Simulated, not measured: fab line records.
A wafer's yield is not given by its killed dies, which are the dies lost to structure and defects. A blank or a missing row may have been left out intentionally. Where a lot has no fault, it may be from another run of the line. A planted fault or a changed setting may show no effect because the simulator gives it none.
fab line records	flow ritCmos
[record] lots = 7	wafers = 21	lastDay = 8
route steps=202 shown ACTIVE@1 M1@202
lots untouched by any fault: they come from a run of this same line in which no faults occurred
startH: the number of hours between the record's first day and the start of the first shown wafer of the lot	waitH: hours elapsed since this lot's preceding step	" unchanged from the row above	L1.1+2: a row that stands for several wafers	- value missing, or start not given	* or withheld: withheld	< > ~ a bound
route shown NAME@n: names a module that has steps shown in the file, with the first one's number in the route	usual: average and standard deviation across the fault-free wafers	same: alike in all rows	chamber/n: place in a boat	sites: the reading at each site	_std_site: standard deviation of those values	_edge_site: the outer-site mean with the inner-site mean subtracted	radiusMm: how far each site lies from the wafer's centre	mask NAME#n: copy n	behind: tool/chamber where the wafer was last shaped	hold: what put the lot on hold/how long, in hours/how the hold closed	device: transistor that didn't switch, given as n, p or np	end of line: tests of these same wafers at the route's end	a step with no rows: only its recipe	killed: dies lost to structure and defects at the first sort, not the wafer's yield	map: dies across one wafer; x = killed, . = not, _ = none there
set.NAME: setting as actually run; set.NAME@STEP: the setting as run at that earlier step	model.NAME: the simulator's own value behind a step, which no gauge read
a table for each step, a row for each wafer; lots at some steps of the route
services: from which hour (startH, from the record's first day; less than 0 if before it) a tool's chamber was out of use, for how many hours, and why
[[steps]]
[step RIT_ACTIVE_BOW_MEAS_00]
[recipe] mode = bow
[usual] INCOMING_BOW = 1/5.9
lot.wafer	tool	chamber	startH	waitH	INCOMING_BOW[um]
L542.1	filmMetro-01	-	10.00	-	-1
L542.4	"	-	"	"	10
L542.6	"	-	"	"	7
L543.3	filmMetro-03	-	15.04	-	3
L543.5	"	-	"	"	9
L543.6	"	-	"	"	10
L557.2	filmMetro-03	-	85.02	-	6
L557.3	"	-	"	"	-2
L557.4	"	-	"	"	1
L558.3	filmMetro-03	-	90.04	-	3
L558.5	"	-	"	"	4
L558.6	"	-	"	"	3
L559.2	filmMetro-04	-	95.02	-	0
L559.4	"	-	"	"	6
L559.6	"	-	"	"	-6
L562.2	filmMetro-01	-	110.02	-	16
L562.3	"	-	"	"	15
L562.4	"	-	"	"	-3
L565.4	filmMetro-01	-	125.06	-	3
L565.5	"	-	"	"	-9
L565.6	"	-	"	"	5
[step RIT_ACTIVE_OXIDATION_01]
[recipe] tempC = 1000	ambient = O2	targetThkA = 468	oxTimeS = 3360
[step RIT_ACTIVE_THK_MEAS_02]
[recipe] reads = SiO2_of_ACTIVE_OXIDATION_01
[usual] ACTIVE_OXIDE_THK = 46.9/1.2
lot.wafer	tool	chamber	startH	waitH	ACTIVE_OXIDE_THK[nm]
L542.1	filmMetro-04	-	12.05	0.0	45.7
L542.4	"	-	"	"	45.6
L542.6	"	-	"	"	45.4
L543.3	filmMetro-04	-	17.07	0.0	46.6
L543.5	"	-	"	"	46.5
L543.6	"	-	"	"	47.0
L557.2	filmMetro-04	-	87.06	0.0	47.6
L557.3	"	-	"	"	47.8
L557.4	"	-	"	"	47.1
L558.3	filmMetro-01	-	92.07	0.0	45.8
L558.5	"	-	"	"	46.1
L558.6	"	-	"	"	45.5
L559.2	filmMetro-03	-	97.06	0.0	46.4
L559.4	"	-	"	"	46.5
L559.6	"	-	"	"	46.2
L562.2	filmMetro-01	-	113.77	0.0	49.2
L562.3	"	-	"	"	49.2
L562.4	"	-	"	"	50.0
L565.4	filmMetro-04	-	127.80	0.0	47.5
L565.5	"	-	"	"	46.9
L565.6	"	-	"	"	47.6
[step RIT_ACTIVE_CVD_03]
[recipe] material = Si3N4	targetThkNm = 150	tempC = 810	precursor = SiH2Cl2/NH3	timeS = 1500	pressureMtorr = 300	sih2cl2FlowSccm = 60	nh3FlowSccm = 150
[step RIT_ACTIVE_THK_MEAS_04]
[recipe] reads = Si3N4_of_ACTIVE_CVD_03
[usual] ACTIVE_NITRIDE_THK = 149.9/1.4
lot.wafer	tool	chamber	startH	waitH	ACTIVE_NITRIDE_THK[nm]
L542.1	filmMetro-04	-	13.53	0.0	151.2
L542.4	"	-	"	"	151.2
L542.6	"	-	"	"	150.7
L543.3	filmMetro-01	-	18.55	0.0	150.0
L543.5	"	-	"	"	149.5
L543.6	"	-	"	"	150.9
L557.2	filmMetro-03	-	88.54	0.0	148.2
L557.3	"	-	"	"	150.5
L557.4	"	-	"	"	148.6
L558.3	filmMetro-04	-	93.55	0.0	150.1
L558.5	"	-	"	"	149.4
L558.6	"	-	"	"	150.1
L559.2	filmMetro-04	-	98.54	0.0	146.8
L559.4	"	-	"	"	148.0
L559.6	"	-	"	"	147.0
L562.2	filmMetro-03	-	115.25	0.0	148.9
L562.3	"	-	"	"	151.7
L562.4	"	-	"	"	149.4
L565.4	filmMetro-01	-	129.27	0.0	152.9
L565.5	"	-	"	"	152.0
L565.6	"	-	"	"	153.0
[step RIT_ACTIVE_HMDS_05]
[recipe] primeTimeS = 60	primeTempC = 140
[step RIT_ACTIVE_COAT_06]
[recipe] resist = NOVOLAK	spinRpm = 3250	resistThkNm = 1000
[step RIT_ACTIVE_SOFTBAKE_07]
[recipe] resist = NOVOLAK	tempC = 90	timeS = 60
[step RIT_ACTIVE_EXPOSE_08]
[recipe] maskId = M1	na = 0.6	sourceShape = conventional	sigmaOuter = 0.6	targetCdNm = 1400	doseMj = 225
[usual] exposureDoseMJCm2 = 224.98/0.22	focusOffsetNm = 0.0/0.5	reticleTempC = 22.97/0.1
lot.wafer	tool	chamber	startH	waitH	mask	exposureDoseMJCm2	focusOffsetNm	reticleTempC
L542.1	ilineStepper-01	0	14.16	0.2	M1#0	224.96	0.0	22.91
L542.4	"	0	"	"	M1#0	224.81	-0.4	22.95
L542.6	"	0	"	"	M1#0	224.90	0.3	22.92
L543.3	ilineStepper-02	0	19.39	0.3	M1#0	224.54	0.9	22.98
L543.5	"	0	"	"	M1#0	224.96	0.3	23.05
L543.6	"	0	"	"	M1#0	224.76	0.2	23.00
L557.2	ilineStepper-02	0	89.18	0.2	M1#0	215.09	0.2	23.00
L557.3	"	0	"	"	M1#0	215.19	-0.2	22.86
L557.4	"	0	"	"	M1#0	214.80	0.1	22.91
L558.3	ilineStepper-02	0	94.08	0.1	M1#0	216.64	-0.4	22.93
L558.5	"	0	"	"	M1#0	217.15	-0.4	22.78
L558.6	"	0	"	"	M1#0	216.99	0.6	22.94
L559.2	ilineStepper-02	0	99.06	0.1	M1#0	218.35	0.1	23.05
L559.4	"	0	"	"	M1#0	218.22	-0.1	22.95
L559.6	"	0	"	"	M1#0	218.26	-0.1	23.01
L562.2	ilineStepper-01	0	115.90	0.2	M1#0	225.01	-0.3	22.99
L562.3	"	0	"	"	M1#0	224.84	-0.9	22.83
L562.4	"	0	"	"	M1#0	225.15	-0.4	22.86
L565.4	ilineStepper-01	0	129.94	0.2	M1#0	224.69	0.3	22.91
L565.5	"	0	"	"	M1#0	224.95	0.7	22.98
L565.6	"	0	"	"	M1#0	224.59	0.3	22.91
[step RIT_ACTIVE_PEB_09]
[recipe] resist = NOVOLAK	tempC = withheld	timeS = withheld
[step RIT_ACTIVE_DEVELOP_10]
[recipe] resist = NOVOLAK	developTimeS = 50	devTempC = 23
[step RIT_ACTIVE_CD_MEAS_11]
[recipe] targetCdNm = 1400
[usual] cdNm = 1399.9/2.2
lot.wafer	tool	chamber	startH	waitH	cdNm
L542.1	cdSem-02	-	14.56	-	1399.0
L542.4	"	-	"	"	1399.1
L542.6	"	-	"	"	1397.7
L543.3	cdSem-02	-	19.79	-	1399.1
L543.5	"	-	"	"	1401.6
L543.6	"	-	"	"	1399.4
L557.2	cdSem-01	-	89.58	-	1414.3
L557.3	"	-	"	"	1413.1
L557.4	"	-	"	"	1414.3
L558.3	cdSem-01	-	94.71	-	1410.0
L558.5	"	-	"	"	1410.1
L558.6	"	-	"	"	1413.4
L559.2	cdSem-01	-	99.46	-	1412.4
L559.4	"	-	"	"	1411.2
L559.6	"	-	"	"	1410.6
L562.2	cdSem-01	-	116.30	-	1397.0
L562.3	"	-	"	"	1396.7
L562.4	"	-	"	"	1397.4
L565.4	cdSem-01	-	130.34	-	1402.0
L565.5	"	-	"	"	1399.7
L565.6	"	-	"	"	1402.0
[step RIT_ACTIVE_HARDBAKE_12]
[recipe] resist = NOVOLAK	tempC = 139.1	timeS = 60
[step RIT_ACTIVE_ETCH_13]
[recipe] stopOn = SiO2	chemistry = SF6	target = Si3N4	timeS = 210	overEtchFrac = 0.4	SF6_flow_sccm = 200	pressureMtorr = 260	rfW = 125	targetDepthA = 2100
[usual] drypumpMotorCurrentA = 6.0/0.46	oesProductAu = 0.824/0.011	rfFwdPowerW = 124.5/0.43	throttleValvePct = 7.48/0.13
lot.wafer	tool	chamber	startH	waitH	drypumpMotorCurrentA	oesProductAu	rfFwdPowerW	rfHoursCounterH	throttleValvePct	model.ACTIVE.cdNm
L542.1	rieDiel-02	2	14.83	0.1	6.5	0.826	124.5	8	7.44	1400
L542.4	"	1	"	"	6.2	0.832	124.3	20	7.39	1399
L542.6	"	0	"	"	6.3	0.839	124.2	-	7.60	1398
L543.3	rieDiel-04	3	20.02	0.1	6.1	0.843	124.7	51	7.59	1399
L543.5	"	1	"	"	5.8	0.819	124.4	-	7.54	1402
L543.6	"	2	"	"	6.4	0.815	124.6	-	7.72	1399
L557.2	rieDiel-03	0	89.83	0.1	5.3	0.822	124.5	11	7.54	1414
L557.3	"	2	"	"	5.1	0.829	124.7	1	7.26	1413
L557.4	"	1	"	"	5.9	0.801	124.3	145	7.30	1414
L558.3	rieDiel-02	1	94.94	0.1	6.3	0.829	124.8	22	7.39	1410
L558.5	"	2	"	"	6.5	0.820	124.9	-	7.45	1410
L558.6	"	1	"	"	6.3	0.847	125.0	-	7.40	1413
L559.2	rieDiel-02	3	99.71	0.1	6.6	0.816	123.9	6	7.55	1412
L559.4	"	2	"	"	6.5	0.807	124.2	9	7.46	1411
L559.6	"	0	"	"	6.4	0.827	124.6	-	7.60	1411
L562.2	rieDiel-03	1	116.55	0.1	5.8	0.809	125.0	145	7.29	1397
L562.3	"	2	"	"	5.1	0.831	124.2	1	7.26	1397
L562.4	"	2	"	"	5.1	0.829	124.3	-	7.25	1398
L565.4	rieDiel-03	2	130.55	0.1	5.1	0.839	124.4	1	7.26	1402
L565.5	"	2	"	"	5.1	0.836	124.5	-	7.26	1400
L565.6	"	1	"	"	5.9	0.824	123.9	-	7.30	1402
[step RIT_ACTIVE_STRIP_14]
[recipe] chemistry = O2	timeS = 180	resist = NOVOLAK	platenTempC = withheld	powerW = 500	pressureMtorr = 4000	o2FlowSccm = 4000
[usual] drypumpMotorCurrentA = 5.8/0.49
lot.wafer	tool	chamber	startH	waitH	drypumpMotorCurrentA	rfHoursCounterH
L542.1	plasmaAsher-01	1	14.97	0.1	6.3	42
L542.4	"	0	"	"	5.8	-
L542.6	"	0	"	"	5.7	-
L543.3	plasmaAsher-01	0	20.21	0.1	5.7	-
L543.5	"	1	"	"	6.3	-
L543.6	"	0	"	"	5.8	-
L557.2	plasmaAsher-01	0	89.97	0.1	5.7	50
L557.3	"	0	"	"	5.8	-
L557.4	"	1	"	"	6.3	-
L558.3	plasmaAsher-01	1	95.13	0.1	6.3	-
L558.5	"	0	"	"	5.8	-
L558.6	"	1	"	"	6.3	-
L559.2	plasmaAsher-01	1	99.84	0.1	6.3	51
L559.4	"	0	"	"	5.8	-
L559.6	"	0	"	"	5.8	-
L562.2	plasmaAsher-01	1	116.68	0.1	6.3	52
L562.3	"	1	"	"	6.3	-
L562.4	"	0	"	"	5.7	-
L565.4	plasmaAsher-04	0	130.74	0.1	6.7	-
L565.5	"	1	"	"	5.2	-
L565.6	"	0	"	"	6.6	-
[step RIT_M1_PROBE_99]
[usual] killedAtContacts = 0.1/0.3	killedAtFrontEnd = 6.5/2.9	killedDies = 6.6/3	killedOpen = 3.3/2	killedShort = 3.3/1.9
[same] grossDies = 264	killed_at_M0_to_M3 = 0	killed_at_M4_up = 0	killedAtBackSide = 0	killedAtOther = 0
lot.wafer	tool	chamber	startH	waitH	killedAtContacts	killedAtFrontEnd	killedDies	killedOpen	killedShort
L542.1	prober-01	-	63.67	0.1	0	7	7	3	4
L542.4	prober-01	-	63.82	0.2	1	6	7	4	3
L542.6	prober-01	-	63.92	0.2	0	6	6	2	4
L543.3	prober-02	-	66.28	0.2	0	10	10	5	5
L543.5	prober-02	-	66.38	0.2	0	9	9	5	4
L543.6	prober-02	-	66.43	0.2	1	5	6	3	3
L557.2	prober-02	-	136.77	0.1	1	4	5	5	0
L557.3	prober-02	-	136.82	0.2	0	1	1	0	1
L557.4	prober-02	-	136.87	0.2	1	13	14	7	7
L558.3	prober-01	-	147.28	0.2	0	8	8	2	6
L558.5	prober-01	-	147.38	0.2	0	7	7	4	3
L558.6	prober-01	-	147.43	0.2	0	8	8	3	5
L565.4	prober-02	-	184.26	0.2	0	5	5	3	2
L565.5	prober-02	-	184.31	0.2	0	8	8	3	5
L565.6	prober-02	-	184.36	0.2	0	4	4	1	3
// killed by level:class
L542.1 FOX2:geometricParticle:short=2 FOX1:geometricParticle:open=1 FOX1:geometricParticle:short=1 FOX2:geometricParticle:open=1 GATE:geometricParticle:short=1 SILICIDE:geometricParticle:open=1
L542.4 GATE:geometricParticle:open=2 REOX:geometricParticle:open=2 FOX1:geometricParticle:short=1 FOX2:geometricParticle:short=1 CONTACT:geometricParticle:short=1
L542.6 SPACER:geometricParticle:short=2 GATE:geometricParticle:open=1 REOX:geometricParticle:short=1 SPACER:geometricParticle:open=1 SILICIDE:geometricParticle:short=1
L543.3 GATE:geometricParticle:short=5 GATE:geometricParticle:open=3 SPACER:geometricParticle:open=2
L543.5 GATE:geometricParticle:open=4 GATE:geometricParticle:short=4 FOX1:geometricParticle:open=1
L543.6 GATE:geometricParticle:short=3 FOX2:geometricParticle:open=1 SPACER:geometricParticle:open=1 CONTACT:geometricParticle:open=1
L557.2 REOX:geometricParticle:open=2 FOX2:geometricParticle:open=1 GATE:geometricParticle:open=1 CONTACT:geometricParticle:open=1
L557.3 FOX1:geometricParticle:short=1
L557.4 GATE:geometricParticle:open=3 FOX1:geometricParticle:short=2 GATE:geometricParticle:short=2 REOX:geometricParticle:open=2 REOX:geometricParticle:short=2 SPACER:geometricParticle:short=1 SILICIDE:geometricParticle:open=1 CONTACT:geometricParticle:open=1
L558.3 GATE:geometricParticle:short=4 SPACER:geometricParticle:short=2 GATE:geometricParticle:open=1 SPACER:geometricParticle:open=1
L558.5 FOX1:geometricParticle:open=2 SPACER:geometricParticle:open=2 FOX1:geometricParticle:short=1 GATE:geometricParticle:short=1 SPACER:geometricParticle:short=1
L558.6 SPACER:geometricParticle:short=3 GATE:geometricParticle:short=2 SPACER:geometricParticle:open=2 FOX2:geometricParticle:open=1
L565.4 GATE:geometricParticle:short=2 GATE:geometricParticle:open=2 REOX:geometricParticle:open=1
L565.5 FOX1:geometricParticle:short=2 FOX1:geometricParticle:open=2 GATE:geometricParticle:short=2 SPACER:geometricParticle:open=1 SPACER:geometricParticle:short=1
L565.6 GATE:geometricParticle:short=3 SPACER:geometricParticle:open=1
[[services]]
tool	chamber	startH	hours	kind
ilineStepper-01	-	-5.64	2.1	pm
rieDiel-02	-	-4.70	0.6	repair
ilineStepper-01	-	-3.55	-	consumableReplace:lamp
rieDiel-03	-	8.01	1.2	repair
rieDiel-02	2	8.25	2.4	repair
rieDiel-04	0	9.64	9.7	repair
ilineStepper-01	-	15.41	5.8	repair
ilineStepper-01	-	23.60	11.7	repair
ilineStepper-02	-	29.49	2.2	repair
rieDiel-02	1	36.91	5.5	repair
rieDiel-02	0	38.50	2.1	repair
ilineStepper-01	-	39.28	4.4	pm
rieDiel-03	2	39.61	-	clean
rieDiel-03	2	39.61	23.6	scheduledDown
rieDiel-03	2	39.61	23.6	ventCycle
rieDiel-04	-	67.33	4.4	repair
rieDiel-04	1	74.43	-	clean
rieDiel-04	1	74.43	15.8	scheduledDown
rieDiel-03	3	97.68	2.4	repair
plasmaAsher-04	-	108.75	9.0	pm
rieDiel-03	3	110.18	6.8	repair
ilineStepper-02	-	119.07	1.7	pm
rieDiel-02	1	120.10	5.9	repair
rieDiel-03	-	125.75	2.8	pm
[[key]]
[firstSign] step = RIT_ACTIVE_EXPOSE_08	reading = exposureDoseMJCm2	direction = down	sigmas = 38	usual = 224.98	struck = 216.74
[effect] step = RIT_ACTIVE_CD_MEAS_11	reading = cdNm	direction = up	sigmas = 5.5	usual = 1399.9	struck = 1412.1	through = controlLoop
[modelEffect] step = RIT_ACTIVE_ETCH_13	value = ACTIVE.cdNm	without = 1402	struck = 1412
metAt RIT_ACTIVE_EXPOSE_08
struckWafers L557.2,L557.3,L557.4,L558.3,L558.5,L558.6,L559.2,L559.4,L559.6
testerLeftOut L557,L558,L559
[loopTrim] step = RIT_ACTIVE_EXPOSE_08	setting = dose	lots = L558,L559
onsetBetween 19.39 89.18
[fault] kind = processParameterDrift	tool = ilineStepper-02	chamber = -	onsetH = 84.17	steps = RIT_ACTIVE_EXPOSE_08	channel = doseMj	offset = -10.081	shape = step	actsIn = theseRecipesOnly	stated = 225
// testerLeftOut: of these lots the tester's yield and bins aren't shown, on N5 and GAA mostly nor the transistor test; their killed dies are dies lost to structure and defects alone, not to doping, threshold or leakage, so they don't give the yield
// loopTrim: a control loop set the setting to another value than it would have without faults
